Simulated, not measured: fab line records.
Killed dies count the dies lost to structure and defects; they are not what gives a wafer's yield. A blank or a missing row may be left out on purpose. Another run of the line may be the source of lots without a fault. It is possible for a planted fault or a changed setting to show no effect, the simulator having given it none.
Lot-split experiment :: flow berkeley cmos170 :: 5 lots, 23 wafers read, on a route of 331 steps

## ABOUT THE SPLIT
At UCB170_NLDD_EXPOSE_03 (exposes mask NSELECT, target cd 1200 nm), the setting dose mj was moved away from the recipe's 30 on 8 of the 23 wafers read, by -2.4% to +5.9%. The other wafers ran this setting at the recipe's value.

## FROM THE SPLIT TO THE READING: what the file shows between them, 2 steps
- UCB170_NLDD_PEB_04
- UCB170_NLDD_DEVELOP_05: develop time 45 s

## THE READING
cd nm at UCB170_NLDD_CD_MEAS_06, given in nm (cd target 1200 nm). Fault-free wafers of this fab line usually give 1200.3 nm, standard deviation 1.4 nm.

wafer: L076.1
tool, chamber at the split: krf scanner-02, 0
dose mj as run: 30
against the recipe: recipe
cd nm, nm: 1201.4
against lot-mates on the recipe: -

wafer: L076.2
tool, chamber at the split: krf scanner-02, 0
dose mj as run: 30
against the recipe: recipe
cd nm, nm: 1201.3
against lot-mates on the recipe: -

wafer: L076.4
tool, chamber at the split: krf scanner-02, 0
dose mj as run: 29.29
against the recipe: -2.4%
cd nm, nm: 1198.9
against lot-mates on the recipe: -2.4

wafer: L076.5
tool, chamber at the split: krf scanner-02, 0
dose mj as run: 29.29
against the recipe: -2.4%
cd nm, nm: 1197.3
against lot-mates on the recipe: -4.0

wafer: L076.6
tool, chamber at the split: krf scanner-02, 0
dose mj as run: 29.29
against the recipe: -2.4%
cd nm, nm: 1197.3
against lot-mates on the recipe: -4.0

wafer: L077.1
tool, chamber at the split: krf scanner-01, 0
dose mj as run: 30
against the recipe: recipe
cd nm, nm: 1200.1
against lot-mates on the recipe: -

wafer: L077.2
tool, chamber at the split: krf scanner-01, 0
dose mj as run: 30
against the recipe: recipe
cd nm, nm: 1198.7
against lot-mates on the recipe: -

wafer: L077.3
tool, chamber at the split: krf scanner-01, 0
dose mj as run: 30
against the recipe: recipe
cd nm, nm: 1198.6
against lot-mates on the recipe: -

wafer: L077.4
tool, chamber at the split: krf scanner-01, 0
dose mj as run: 30
against the recipe: recipe
cd nm, nm: 1199.6
against lot-mates on the recipe: -

wafer: L077.6
tool, chamber at the split: krf scanner-01, 0
dose mj as run: 30
against the recipe: recipe
cd nm, nm: 1198.3
against lot-mates on the recipe: -

wafer: L079.1
tool, chamber at the split: krf scanner-02, 0
dose mj as run: 31.76
against the recipe: +5.9%
cd nm, nm: 1210.3
against lot-mates on the recipe: +9.8

wafer: L079.3
tool, chamber at the split: krf scanner-02, 0
dose mj as run: 31.76
against the recipe: +5.9%
cd nm, nm: 1211.9
against lot-mates on the recipe: +11.5

wafer: L079.4
tool, chamber at the split: krf scanner-02, 0
dose mj as run: 30
against the recipe: recipe
cd nm, nm: 1200.2
against lot-mates on the recipe: -

wafer: L079.5
tool, chamber at the split: krf scanner-02, 0
dose mj as run: 31.76
against the recipe: +5.9%
cd nm, nm: 1213.1
against lot-mates on the recipe: +12.6

wafer: L079.6
tool, chamber at the split: krf scanner-02, 0
dose mj as run: 30
against the recipe: recipe
cd nm, nm: 1200.7
against lot-mates on the recipe: -

wafer: L081.1
tool, chamber at the split: krf scanner-02, 0
dose mj as run: 29.39
against the recipe: -2.0%
cd nm, nm: 1196.7
against lot-mates on the recipe: -3.9

wafer: L081.2
tool, chamber at the split: krf scanner-02, 0
dose mj as run: 30
against the recipe: recipe
cd nm, nm: 1200.1
against lot-mates on the recipe: -

wafer: L081.3
tool, chamber at the split: krf scanner-02, 0
dose mj as run: 30
against the recipe: recipe
cd nm, nm: 1201.2
against lot-mates on the recipe: -

wafer: L081.5
tool, chamber at the split: krf scanner-02, 0
dose mj as run: 29.39
against the recipe: -2.0%
cd nm, nm: 1197.9
against lot-mates on the recipe: -2.7

wafer: L081.6
tool, chamber at the split: krf scanner-02, 0
dose mj as run: 30
against the recipe: recipe
cd nm, nm: 1200.4
against lot-mates on the recipe: -

wafer: L083.1
tool, chamber at the split: krf scanner-02, 0
dose mj as run: 30
against the recipe: recipe
cd nm, nm: 1200.8
against lot-mates on the recipe: -

wafer: L083.2
tool, chamber at the split: krf scanner-02, 0
dose mj as run: 30
against the recipe: recipe
cd nm, nm: 1198.9
against lot-mates on the recipe: -

wafer: L083.5
tool, chamber at the split: krf scanner-02, 0
dose mj as run: 30
against the recipe: recipe
cd nm, nm: 1200.2
against lot-mates on the recipe: -

FIT RESULTS
A straight line over all 23 wafers: cd nm changes by +1.79 nm for each +1% of dose mj; r = +0.96; the points scatter about the line by 1.3 nm.
The same after taking each lot's own level away (the mean of its wafers on the recipe; 23 wafers): +1.84 nm for each +1%; r = +0.98; scatter 0.8 nm.
Per that fit: largest dose mj move, reading shift of 11 nm.
Measured against the standard deviation above, the lots' own levels, which go from 1199.06 to 1201.35 nm, span 1.6 times it.
Consequently the slope shifts little with the lot-to-lot level, the two slopes agreeing.
Check: +11.5 nm against its lot-mates is what the line predicts for one of the wafers moved furthest among these (+5.9%) when that wafer is left out of the fit. It came out at +9.85 nm against them.

## OTHER SPLITS APPLIED TO THESE WAFERS
Note: prior to the reading, these wafers also went through further splits. Each is held against what the fit with the lots' levels taken away leaves over:
other split on the same wafers: UCB170_START_OXIDATION_02 ox time s
wafers away from the commonest value: 18
r with cd nm (lot level and that fit taken away): -0.12

other split on the same wafers: UCB170_NWELL_IMPLANT_14 energy kev
wafers away from the commonest value: 8
r with cd nm (lot level and that fit taken away): -0.28

other split on the same wafers: UCB170_ACTIVE_OXIDATION_02 temp c
wafers away from the commonest value: 10
r with cd nm (lot level and that fit taken away): -0.10

other split on the same wafers: UCB170_PVT_COAT_01 spin rpm
wafers away from the commonest value: 9
r with cd nm (lot level and that fit taken away): +0.18

other split on the same wafers: UCB170_PLDD_COAT_01 resist thk nm
wafers away from the commonest value: 8
r with cd nm (lot level and that fit taken away): +0.11

## FILE'S OWN FIT
cd nm changes by +1.84 nm for each +1% of dose mj, r = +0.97.
